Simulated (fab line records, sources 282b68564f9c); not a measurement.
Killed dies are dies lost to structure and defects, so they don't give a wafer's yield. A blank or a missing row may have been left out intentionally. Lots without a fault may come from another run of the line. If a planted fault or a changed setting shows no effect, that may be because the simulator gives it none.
Comparing a struck lot with a sound one ; flow rit-cmos ; 29 steps out of a route of 202
Sound: these wafers, L428.1, L428.3, L428.6. Wafers L448.1, L448.3, L448.6 were the ones struck. Last of all comes the cause.
For every step that has rows: the tool of each side, followed by ch and its chambers, followed by its first start. Under that, the readings that differ: sound wafers ; struck wafers ; difference of the means ; sigmas: that difference in standard deviations of wafers without a fault.
alike: readings with means less than 2 such deviations apart, plus words and numbers identical on both sides. not compared: withheld readings, readings lacking a value on some wafer, bounds such as >300 that could conceal the same value, and numbers that have no deviation in the record and whose values overlap.
A row with sigmas, a row that says differs or no value, or rows on one side alone: a step with any of these is where the two part. Numbers that have no deviation but don't overlap get no sigmas and don't part them. A reading that every wafer of one side lacks parts them only if that side has two wafers or more.

RIT_SDANNEAL_RTA_03: time 5 s.
  sound on rtp-anneal-02 ch 0, day 3 06:38; struck on rtp-anneal-02 ch 0, day 7 10:56
  alike: wafer_temp_C_max
RIT_SDANNEAL_RS_MEAS_04: measures by four-point-probe.
  sound on film-metro-01, day 3 06:42; struck on film-metro-03, day 7 10:59
  alike: PSD_RS
RIT_SDANNEAL_RS_MEAS_05: measures by four-point-probe.
  sound on film-metro-01, day 3 06:49; struck on film-metro-03, day 7 11:06
  alike: NSD_RS
RIT_SDANNEAL_RS_MEAS_06: measures by four-point-probe.
  sound on film-metro-01, day 3 06:56; struck on film-metro-03, day 7 11:13
  alike: PLDD_RS
RIT_SDANNEAL_RS_MEAS_07: measures by four-point-probe.
  sound on film-metro-01, day 3 07:04; struck on film-metro-03, day 7 11:20
  alike: NLDD_RS
then, 1 step without rows for these wafers: RIT_SILICIDE_WET_ETCH_00 (etches SiO2 in BOE, target depth 14 nm, time 15 s).
RIT_SILICIDE_SPUTTER_01: material Ti, target thk 30 nm, time 240 s.
  sound on pvd-sputter-02, day 3 07:11; struck on pvd-sputter-02, day 7 11:29
  alike: throttle-valve-pct
RIT_SILICIDE_RS_MEAS_02: measures by four-point-probe.
  sound on film-metro-02, day 3 07:20; struck on film-metro-04, day 7 11:38
  alike: SILICIDE_TI_RS
RIT_SILICIDE_THK_MEAS_03: measures by xrf.
  sound on film-metro-02, day 3 07:28; struck on film-metro-04, day 7 11:45
  alike: SILICIDE_TI_THK
RIT_SILICIDE_RTA_04: time 10 s, ramp up 5 s, ramp down 5 s.
  sound on rtp-anneal-01 ch 0, day 3 07:31; struck on rtp-anneal-01 ch 0, day 7 11:49
  alike: wafer_temp_C_max
then, 1 step without rows for these wafers: RIT_SILICIDE_WET_ETCH_05 (etches Ti in SPM, time 120 s).
RIT_SILICIDE_RTA_06: time 10 s, ramp up 5 s, ramp down 10 s.
  sound on rtp-anneal-02 ch 0, day 3 07:38; struck on rtp-anneal-02 ch 0, day 7 11:55
  alike: wafer_temp_C_max
RIT_CONTACT_CVD_00: deposits SiO2 from TEOS, target thk 400 nm, time 61 s.
  sound on pecvd-04 ch 0,1,2, day 3 07:41; struck on pecvd-03 ch 1,2, day 7 12:12
  alike: heater-power-w
RIT_CONTACT_THK_MEAS_01:
  sound on film-metro-04, day 3 07:44; struck on film-metro-02, day 7 12:15
reading;sound;struck;difference;sigmas
CONTACT_TEOS_THK (nm);394 396 413;789 798 792;+392;+77
then, 6 steps without rows for these wafers: RIT_CONTACT_HMDS_02 (prime time 60 s); RIT_CONTACT_COAT_03 (resist thk 1000 nm); RIT_CONTACT_SOFTBAKE_04 (time 60 s); RIT_CONTACT_EXPOSE_05 (exposes mask M11, target cd 1000 nm); RIT_CONTACT_PEB_06; RIT_CONTACT_DEVELOP_07 (develop time 120 s).
RIT_CONTACT_CD_MEAS_08 targets a cd of 1000 nm.
  sound on cd-sem-01, day 3 08:46; struck on cd-sem-01, day 7 13:19
  alike: cd-nm
RIT_CONTACT_OVL_MEAS_09:
  sound on overlay-01, day 3 08:53; struck on overlay-01, day 7 13:26
  alike: CONTACT_OVL
then, 1 step without rows for these wafers: RIT_CONTACT_HARDBAKE_10 (time 60 s).
RIT_CONTACT_ETCH_11: etches SiO2 in CHF3/CF4/Ar, stops on TiSi2, target depth 480 nm, time 320 s.
  sound on rie-diel-02 ch 1,2, day 3 09:05; struck on rie-diel-02 ch 0,1,3, day 7 13:37
reading;sound;struck;difference;sigmas
model.etch.depth-nm (nm);394.8 396.1 412.6;473.2 472 479.8;+73.8;
model.CONTACT.feature-depth-nm (nm);394.8 396.1 412.6;473.2 472 479.8;+73.8;
  alike: drypump-motor-current-A, mfc-ar-sccm, oes-product-au, throttle-valve-pct
  not compared: rf-hours-counter-h
RIT_CONTACT_STRIP_12: strips in O2, time 180 s.
  sound on plasma-asher-03 ch 0,1, day 3 09:16; struck on plasma-asher-04 ch 0,1, day 7 13:49
  alike: drypump-motor-current-A
  not compared: rf-hours-counter-h
RIT_CONTACT_CD_MEAS_90 targets a cd of 1000 nm.
  sound on cd-sem-02, day 3 09:27; struck on cd-sem-02, day 7 13:59
  alike: cd-nm
RIT_CONTACT_CLEAN_13: cleans in SC1, time 600 s.
  sound on wet-bench-01 ch 2, day 3 09:34; struck on wet-bench-03 ch 2, day 7 14:06
reading;sound;struck;difference;sigmas
model.SiO2_of_CONTACT_CVD_00.thk-nm (nm);390.8 392 408.5;784.5 793.1 787.5;+391.3;
then, 1 step without rows for these wafers: RIT_CONTACT_CLEAN_14 (cleans in SC2, time 600 s).
RIT_M1_PROBE_99:
  only the struck wafers here have rows in the record (prober-01, day 7 19:05); the sound ones have none

WHERE THEY PART
First at RIT_CONTACT_THK_MEAS_01; last, within this record, at RIT_M1_PROBE_99.

WHY: what had been put in by the simulator
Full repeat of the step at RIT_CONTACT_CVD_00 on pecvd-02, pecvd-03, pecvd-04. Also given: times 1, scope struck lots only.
